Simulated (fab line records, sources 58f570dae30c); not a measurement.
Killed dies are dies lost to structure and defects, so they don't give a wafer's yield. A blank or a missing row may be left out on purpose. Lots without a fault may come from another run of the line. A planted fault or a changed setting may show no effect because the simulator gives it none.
Split-lot experiment | flow berkeley_cmos170 | 5 lots, 23 wafers read, on a route of 331 steps

THE SPLIT
At UCB170_NSD_IMPLANT_08, the setting energy_kev was moved away from the recipe's 40 on 6 of the 23 wafers read, by -1.6% to +2.0%. The other wafers ran this setting at the recipe's value.

The reading is taken at the split's own step.

THE READING
implant.drp_nm (the simulator's own value, which no gauge read), in nm, at UCB170_NSD_IMPLANT_08. The file gives no usual value for it.

wafer  | tool, chamber at the split | energy_kev as run | against the recipe | implant.drp_nm, nm | against lot-mates on the recipe
L074.1 | implanter-01, 0            | 40                | recipe             | 21.16              | -
L074.2 | implanter-01, 0            | 40                | recipe             | 21.16              | -
L074.3 | implanter-01, 0            | 39.37             | -1.6%              | 20.87              | -0.29
L074.4 | implanter-01, 0            | 39.37             | -1.6%              | 20.87              | -0.29
L074.6 | implanter-01, 0            | 39.37             | -1.6%              | 20.87              | -0.29
L077.1 | implanter-04, 0            | 40                | recipe             | 21.16              | -
L077.2 | implanter-04, 0            | 40                | recipe             | 21.16              | -
L077.3 | implanter-04, 0            | 40                | recipe             | 21.16              | -
L077.5 | implanter-04, 0            | 40                | recipe             | 21.16              | -
L077.6 | implanter-04, 0            | 40                | recipe             | 21.16              | -
L076.2 | implanter-02, 0            | 40.78             | +2.0%              | 21.5               | +0.34
L076.5 | implanter-02, 0            | 40.78             | +2.0%              | 21.5               | +0.34
L076.6 | implanter-02, 0            | 40.78             | +2.0%              | 21.5               | +0.34
L076.3 | implanter-02, 0            | 40                | recipe             | 21.16              | -
L076.4 | implanter-02, 0            | 40                | recipe             | 21.16              | -
L079.1 | implanter-02, 0            | 40                | recipe             | 21.16              | -
L079.3 | implanter-02, 0            | 40                | recipe             | 21.16              | -
L079.6 | implanter-02, 0            | 40                | recipe             | 21.16              | -
L080.1 | implanter-02, 0            | 40                | recipe             | 21.16              | -
L080.2 | implanter-02, 0            | 40                | recipe             | 21.16              | -
L080.3 | implanter-02, 0            | 40                | recipe             | 21.16              | -
L080.4 | implanter-02, 0            | 40                | recipe             | 21.16              | -
L080.5 | implanter-02, 0            | 40                | recipe             | 21.16              | -

THE FIT
A straight line over all 23 wafers: implant.drp_nm changes by +0.178 nm for each +1% of energy_kev; r = +1.00; the points scatter about the line by 0.0039 nm.
The same after taking each lot's own level away (the mean of its wafers on the recipe; 23 wafers): +0.178 nm for each +1%; r = +1.00; scatter 0.0039 nm.
On that fit, the largest move of energy_kev shifts the reading by 0.35 nm.
The lots' own levels span 21.160 to 21.160 nm.
So the lot-to-lot level changes the slope little: the two slopes agree.
Check: with one of the wafers moved furthest among these (+2.0%) left out of the fit, the line predicts +0.347 nm for it against its lot-mates. It came out at +0.34 nm against them.

OTHER SPLITS ON THESE WAFERS
These wafers also went through other splits before the reading. Each is held against what the fit with the lots' levels taken away leaves over:
other split on the same wafers    | wafers away from the commonest value | r with implant.drp_nm (lot level and that fit taken away)
UCB170_PLDD_PEB_04 peb_temp_c     | 8                                    | -0.10
UCB170_NLDD_IMPLANT_08 dose_cm2   | 5                                    | +0.65
UCB170_NLDD_STRIP_10 o2_flow_sccm | 9                                    | -0.14

THE WHOLE CHAIN: every reading that the file lists as answering this split, in the file's order
step                  | what it does | reading                                                         | change (the file's fit)               | r (the file's)
UCB170_NSD_IMPLANT_08 |              | implant.drp_nm (the simulator's own value, which no gauge read) | +0.179 nm for each +1% of the setting | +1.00
UCB170_NSD_STRIP_09   | strips in O2 | strip_time_to_endpoint_s                                        | withheld for each +1% of the setting  | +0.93

THE FILE'S OWN FIT
implant.drp_nm changes by +0.179 nm for each +1% of energy_kev, r = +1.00.
